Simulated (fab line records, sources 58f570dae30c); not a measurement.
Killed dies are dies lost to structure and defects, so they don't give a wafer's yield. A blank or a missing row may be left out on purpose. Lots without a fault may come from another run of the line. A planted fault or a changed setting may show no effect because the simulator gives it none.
Which tool did it? | flow berkeley_cmos170 | 10 lots, 30 wafers sampled, at 1 step of a route of 331

WHAT THE GAUGES READ, wafer by wafer
UCB170_SACOX_THK_MEAS_02.
lot  | measured     | on            | SACOX_OXIDE_THK (nm)
L972 | day 5 22:31  | film_metro-03 | 14.84 14.78 15.14
L981 | day 8 07:32  | film_metro-01 | 15.33 15.28 15.41
L983 | day 8 07:35  | film_metro-01 | 15.62 15.67 15.49
L985 | day 8 22:09  | film_metro-04 | 14.28 14.09 14.03
L986 | day 9 15:43  | film_metro-04 | 14.17 14.18 14.28
L988 | day 9 15:43  | film_metro-03 | 14.61 14.70 14.67
L995 | day 11 12:11 | film_metro-04 | 13.82 14.05 14.11
L991 | day 11 12:15 | film_metro-04 | 14.24 14.42 14.31
L994 | day 11 12:15 | film_metro-03 | 14.55 14.37 14.33
L992 | day 11 12:19 | film_metro-03 | 14.69 14.78 14.64

WHICH TOOL RAN EACH LOT (tool, then ch and the chambers of the sampled wafers, then the start)
The record holds no process step before these readings.

WHAT THE TOOLS THEMSELVES READ (means of the sampled wafers that have a number; where no wafer has one, the mark that the record gives instead)
The record holds no such reading with a usual standard deviation.

THE ANSWER, worked out from the rows above alone
Rule: what is usual is taken from the lots themselves. Put in order of their means at a reading, lots are off if they are a third of the lots or fewer, leave a main group of 4 or more, and stand apart from it by a gap of 3 or more times the standard deviation of the main group's means; of several such gaps the widest counts. A main group whose means are all the same, to the digits that the tables above print for the reading, isn't used. A lot without any number at a reading at which 4 lots or more have one is off too. The other lots that the step has rows for count as sound. The gauges are gone through in route order, then the tools' own readings, and for those a lot's mean is taken as printed above. The first step at which some lot is off is used, and at that step the reading that is off furthest; a lot without a number counts as furthest.
No lot is off at any reading shown: from this, nothing can be told.

WHAT THE SIMULATOR HAD PUT IN
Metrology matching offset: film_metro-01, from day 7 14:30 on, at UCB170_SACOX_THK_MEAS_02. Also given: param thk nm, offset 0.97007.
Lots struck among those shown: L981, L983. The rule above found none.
